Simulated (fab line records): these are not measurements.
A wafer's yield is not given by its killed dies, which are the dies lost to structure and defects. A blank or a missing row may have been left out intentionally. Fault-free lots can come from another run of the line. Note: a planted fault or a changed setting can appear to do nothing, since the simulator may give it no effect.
Which tool did it? ; flow rit_cmos ; Sampling: 14 lots, 42 wafers, 7 of 202 route steps

WHAT EACH GAUGE READ, for each wafer
RIT_FOX2_THK_MEAS_01.
lot;measured;on;FOX2_OXIDE_THK (nm)
L892;day 1 20:16;film_metro-02;347 348 339
L893;day 1 23:55;film_metro-01;352 351 355
L894;day 2 07:08;film_metro-03;347 354 361
L895;day 2 11:11;film_metro-02;353 350 348
L896;day 2 15:56;film_metro-01;354 350 355
L897;day 2 20:36;film_metro-02;356 355 356
L898;day 3 00:58;film_metro-02;347 348 347
L899;day 3 11:55;film_metro-02;349 351 345
L901;day 3 20:55;film_metro-03;349 349 348
L902;day 4 02:44;film_metro-03;357 354 355
L904;day 4 08:10;film_metro-02;270 276 272
L906;day 4 20:56;film_metro-03;277 271 269
L914;day 6 10:46;film_metro-02;340 343 336
L915;day 6 14:18;film_metro-03;341 341 342

RIT_FOX2_THK_MEAS_90.
lot;measured;on;FIELD_OXIDE_LEFT_1_THK (nm)
L892;day 1 21:08;film_metro-03;320 321 312
L893;day 2 00:52;film_metro-03;325 325 328
L894;day 2 08:01;film_metro-03;320 327 334
L895;day 2 12:04;film_metro-02;326 323 321
L896;day 2 16:48;film_metro-01;327 322 328
L897;day 2 21:29;film_metro-03;329 328 329
L898;day 3 01:50;film_metro-01;319 320 320
L899;day 3 12:47;film_metro-01;321 324 318
L901;day 3 21:48;film_metro-02;321 322 321
L902;day 4 03:38;film_metro-02;329 327 328
L904;day 4 09:07;film_metro-01;243 250 245
L906;day 4 21:49;film_metro-01;250 244 242
L914;day 6 11:43;film_metro-03;313 316 309
L915;day 6 15:15;film_metro-01;313 313 314

RIT_NWELL_OVL_MEAS_06.
lot;measured;on;NWELL_OVL (nm)
L892;day 1 22:06;overlay-01;1.4 1.5 2.3
L893;day 2 02:05;overlay-02;-1.0 -2.3 -1.0
L894;day 2 09:05;overlay-02;1.6 1.3 -1.2
L895;day 2 13:08;overlay-02;-1.0 -0.6 0.1
L896;day 2 17:52;overlay-01;0.5 -1.2 -0.2
L897;day 2 22:25;overlay-02;0.3 1.0 0.3
L898;day 3 02:54;overlay-01;0.0 1.9 1.4
L899;day 3 13:44;overlay-02;3.5 1.8 1.1
L901;day 3 22:52;overlay-01;-0.2 0.2 -1.4
L902;day 4 04:50;overlay-01;0.0 -0.5 -1.9
L904;day 4 10:11;overlay-02;0.0 0.3 -1.0
L906;day 4 22:55;overlay-02;-1.4 0.2 -1.3
L914;day 6 12:58;overlay-01;-1.7 -1.7 -1.4
L915;day 6 16:25;overlay-02;-1.5 -0.7 -0.7

RIT_FOX2_THK_MEAS_91.
lot;measured;on;FIELD_OXIDE_LEFT_2_THK (nm)
L892;day 2 09:50;film_metro-03;251 252 244
L893;day 2 13:21;film_metro-03;257 256 260
L894;day 2 20:16;film_metro-03;252 259 266
L895;day 3 01:00;film_metro-01;257 254 252
L896;day 3 05:29;film_metro-03;259 254 260
L897;day 3 09:53;film_metro-01;260 259 260
L898;day 3 18:26;film_metro-02;251 252 251
L899;day 4 01:24;film_metro-01;253 255 249
L901;day 4 11:35;film_metro-03;253 254 253
L902;day 4 16:16;film_metro-02;261 258 259
L904;day 5 00:13;film_metro-02;176 182 178
L906;day 5 14:01;film_metro-03;182 177 174
L914;day 18 13:34;film_metro-01;245 248 241
L915;day 7 04:01;film_metro-01;245 244 245

RIT_SDANNEAL_RS_MEAS_05: the measuring method here is four-point-probe.
lot;measured;on;NSD_RS (ohm/sq)
L892;day 3 03:09;film_metro-04;84.49 84.59 84.43
L893;day 3 06:35;film_metro-03;84.29 84.15 84.32
L894;day 3 19:39;film_metro-01;84.88 85.12 85.03
L895;day 4 01:59;film_metro-03;84.99 84.54 84.53
L896;day 4 08:47;film_metro-04;84.79 84.80 84.75
L897;day 4 10:20;film_metro-04;83.89 84.35 83.93
L898;day 4 13:57;film_metro-01;84.90 84.41 84.22
L899;day 4 20:50;film_metro-01;84.41 84.13 84.57
L901;day 5 14:52;film_metro-03;84.53 84.66 84.51
L902;day 5 15:14;film_metro-04;84.37 84.25 84.30
L904;day 6 00:52;film_metro-04;84.01 83.91 84.21
L906;day 6 10:16;film_metro-01;84.10 84.64 84.51
L914;day 19 10:07;film_metro-01;84.59 84.43 84.62
L915;day 7 22:11;film_metro-04;84.38 84.69 84.56

WHAT TOOL EACH LOT RAN ON (gives the tool, then ch and the chambers of the sampled wafers, and finally the start)
lot;RIT_FOX2_OXIDATION_00;RIT_SPACER_ETCHBACK_05
L892;furnace-04 ch 0, day 1 18:56;rie_diel-02 ch 0,1,2, day 2 23:22
L893;furnace-03 ch 0, day 1 22:36;rie_diel-01 ch 1,2,3, day 3 02:52
L894;furnace-01 ch 0, day 2 05:49;rie_diel-01 ch 1,2,3, day 3 15:58
L895;furnace-01 ch 0, day 2 09:53;rie_diel-02 ch 0,1,2, day 3 22:04
L896;furnace-01 ch 0, day 2 14:37;rie_diel-01 ch 1,2, day 4 04:54
L897;furnace-03 ch 0, day 2 19:17;rie_diel-04 ch 1,3, day 4 06:48
L898;furnace-01 ch 0, day 2 23:39;rie_diel-02 ch 0,2,3, day 4 10:08
L899;furnace-04 ch 0, day 3 10:35;rie_diel-04 ch 1,2,3, day 4 17:08
L901;furnace-03 ch 0, day 3 19:37;rie_diel-01 ch 0,1,3, day 5 10:56
L902;furnace-03 ch 0, day 4 01:24;rie_diel-04 ch 0,1,3, day 5 11:20
L904;furnace-03 ch 0, day 4 06:52;rie_diel-01 ch 0,1,2, day 5 21:13
L906;furnace-03 ch 0, day 4 19:37;rie_diel-04 ch 1,2,3, day 6 06:32
L914;furnace-01 ch 0, day 6 09:26;rie_diel-04 ch 0,3, day 19 06:20
L915;furnace-01 ch 0, day 6 12:58;rie_diel-02 ch 0,1,2, day 7 18:33
- RIT_FOX2_OXIDATION_00: target thk 350.7 nm, ox time 1130 s.
- RIT_SPACER_ETCHBACK_05: etches Si3N4 in SF6/CHF3, stops on SiO2, target depth 250 nm, time 240 s.

WHAT THE TOOLS THEMSELVES READ (means of the sampled wafers that have a number; where no wafer has one, the mark that the record gives instead)
RIT_FOX2_OXIDATION_00.
lot;tool;spike_tc_centre_C (C)
L892;furnace-04;1102.5
L893;furnace-03;1103.0
L894;furnace-01;1104.0
L895;furnace-01;1102.9
L896;furnace-01;1103.8
L897;furnace-03;1102.6
L898;furnace-01;1104.1
L899;furnace-04;1101.7
L901;furnace-03;1102.2
L902;furnace-03;1102.6
L904;furnace-03;1102.2
L906;furnace-03;1102.3
L914;furnace-01;1103.2
L915;furnace-01;1104.5

RIT_SPACER_ETCHBACK_05.
lot;tool;drypump_motor_current_A (A);oes_product_au (a.u.);throttle_valve_pct (%)
L892;rie_diel-02;5.8;0.823;10.42
L893;rie_diel-01;5.8;0.848;10.27
L894;rie_diel-01;5.8;0.834;10.26
L895;rie_diel-02;5.7;0.840;10.43
L896;rie_diel-01;5.3;0.839;10.37
L897;rie_diel-04;5.9;0.842;10.22
L898;rie_diel-02;5.4;0.843;10.38
L899;rie_diel-04;5.5;0.841;10.29
L901;rie_diel-01;6.2;0.845;10.24
L902;rie_diel-04;6.0;0.849;10.18
L904;rie_diel-01;5.6;0.850;10.32
L906;rie_diel-04;5.5;0.860;10.30
L914;rie_diel-04;6.5;0.866;10.22
L915;rie_diel-02;5.8;0.832;10.44

THE ANSWER, worked out from the rows above alone
Rule: the usual values come from the lots themselves. Put in order of their means at a reading, lots are off if they are a third of the lots or fewer, leave a main group of 4 or more, and stand apart from it by a gap of 3 or more times the standard deviation of the main group's means; of several such gaps the widest counts. If all means in a main group match to the digits the tables above print for the reading, that group is not used. A lot without any number at a reading at which 4 lots or more have one is off too. All remaining lots with rows at the step are treated as sound. First the gauges in route order, then the tools' own readings, where a lot's mean is used as printed above. The first step at which some lot is off is used, and at that step the reading that is off furthest; a lot without a number counts as furthest.
Off: L904, L906, seen at RIT_FOX2_THK_MEAS_01 (FOX2_OXIDE_THK). Main group: mean 349 nm, sd 5.1.
A tool fits if, at a process step before that reading, it ran every lot that is off, and no sound lot after the first of them. The gauges at RIT_FOX2_THK_MEAS_01 aren't tried: what is off there is off at RIT_FOX2_THK_MEAS_90 too, on other tools, and a gauge's error can't cause that. One fits: furnace-03 at RIT_FOX2_OXIDATION_00. Its last sound lot is L902 (day 4 01:24), its first lot that is off L904 (day 4 06:52): a fault that began between those two fits.

WHAT THE SIMULATOR PUT IN
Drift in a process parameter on furnace-03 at RIT_FOX2_OXIDATION_00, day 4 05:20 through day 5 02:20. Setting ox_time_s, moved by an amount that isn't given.
Lots struck among those shown: L904, L906. Same finding as the rule above.
